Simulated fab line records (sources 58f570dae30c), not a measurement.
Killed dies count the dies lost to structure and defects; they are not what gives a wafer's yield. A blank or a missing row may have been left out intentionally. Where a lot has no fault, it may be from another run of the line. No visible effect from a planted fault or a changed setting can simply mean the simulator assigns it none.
Which tool was responsible? -- flow berkeley-cmos170 -- Sampling: 14 lots, 42 wafers, 3 of 331 route steps

== WHAT EACH GAUGE READ, for each wafer ==
UCB170_V1_CD_MEAS_12: the cd target is 700 nm. Usual: cd-nm at 700.1 nm, with a standard deviation of 1.4.
lot,measured,on,cd-nm (nm),flag
L483,day 7 21:49,cd-sem-02,700.2 698.6 699.6,
L485,day 8 17:40,cd-sem-01,699.9 699.9 700.1,
L484,day 8 17:56,cd-sem-01,700.2 699.6 699.9,
L486,day 9 00:14,cd-sem-01,701.3 700.0 700.8,
L487,day 9 03:01,cd-sem-01,700.0 700.9 700.9,
L489,day 9 23:58,cd-sem-01,701.3 703.1 701.0,
L491,day 10 00:33,cd-sem-02,699.9 698.9 698.9,
L488,day 10 00:15,cd-sem-01,698.6 698.6 700.0,
L495,day 11 04:43,cd-sem-02,699.8 701.3 700.5,
L497,day 11 12:31,cd-sem-02,700.1 700.1 700.1,
L499,day 11 12:04,cd-sem-01,698.6 699.3 699.9,
L504,day 12 12:39,cd-sem-02,700.2 700.8 699.6,
L503,day 12 13:58,cd-sem-02,700.4 701.0 700.7,
L505,day 12 17:58,cd-sem-01,700.0 698.6 698.7,

UCB170_V1_OVL_MEAS_13. Usual: V1_OVL 4 nm, standard deviation 4.2.
lot,measured,on,V1_OVL (nm),flag
L483,day 7 21:56,overlay-02,11 1 1,
L485,day 8 17:46,overlay-02,2 0 4,
L484,day 8 18:02,overlay-01,7 1 5,
L486,day 9 00:19,overlay-02,9 3 6,
L487,day 9 03:08,overlay-01,-4 0 -3,
L489,day 10 00:05,overlay-01,5 6 4,
L491,day 10 00:40,overlay-01,5 7 3,
L488,day 10 00:22,overlay-01,2 11 -3,
L495,day 11 04:49,overlay-01,1 -5 5,
L497,day 11 12:38,overlay-01,2 2 -3,
L499,day 11 12:11,overlay-02,9 4 6,
L504,day 12 12:46,overlay-02,2 5 11,
L503,day 12 14:05,overlay-01,5 3 2,
L505,day 12 18:02,overlay-02,0 -5 9,

== WHICH TOOL RAN EACH LOT (tool, then ch and the chambers of the sampled wafers, then the start) ==
lot,UCB170_CONTACT_CLEAN_00
L483,"wet-bench-02 ch 0, day 7 09:34"
L485,"wet-bench-01 ch 0, day 8 06:41"
L484,"wet-bench-01 ch 0, day 8 06:53"
L486,"wet-bench-02 ch 2, day 8 12:23"
L487,"wet-bench-02 ch 0, day 8 12:52"
L489,"wet-bench-02 ch 0, day 9 09:11"
L491,"wet-bench-02 ch 0, day 9 09:25"
L488,"wet-bench-01 ch 1, day 9 09:41"
L495,"wet-bench-02 ch 1, day 10 17:34"
L497,"wet-bench-02 ch 1, day 10 21:52"
L499,"wet-bench-03 ch 2, day 10 22:13"
L504,"wet-bench-01 ch 1, day 12 01:53"
L503,"wet-bench-01 ch 0, day 12 02:08"
L505,"wet-bench-01 ch 2, day 12 02:26"
- UCB170_CONTACT_CLEAN_00: cleans in SPM, time 600 s.

== AS READ BY THE TOOLS THEMSELVES (means over the sampled wafers that have a number; for cases with no such wafer, the mark the record gives instead) ==
The record holds no such reading with a usual standard deviation.

== THE ANSWER, worked out from the rows above alone ==
Rule: a lot counts as off when the mean over its wafers that have a number is more than 3 standard deviations away from the usual mean. A lot without any number at a reading at which 4 lots or more have one is off too. Where the step has rows for the other lots, those lots are counted as sound. The gauges are gone through in route order, then the tools' own readings, and for those a lot's mean is taken as printed above. At the first step where some lot is off, the reading lying furthest off is the one used; lots without a number count as furthest.
None of the lots is off at any reading shown; this tells nothing.

== WHAT THE SIMULATOR HAD INSERTED ==
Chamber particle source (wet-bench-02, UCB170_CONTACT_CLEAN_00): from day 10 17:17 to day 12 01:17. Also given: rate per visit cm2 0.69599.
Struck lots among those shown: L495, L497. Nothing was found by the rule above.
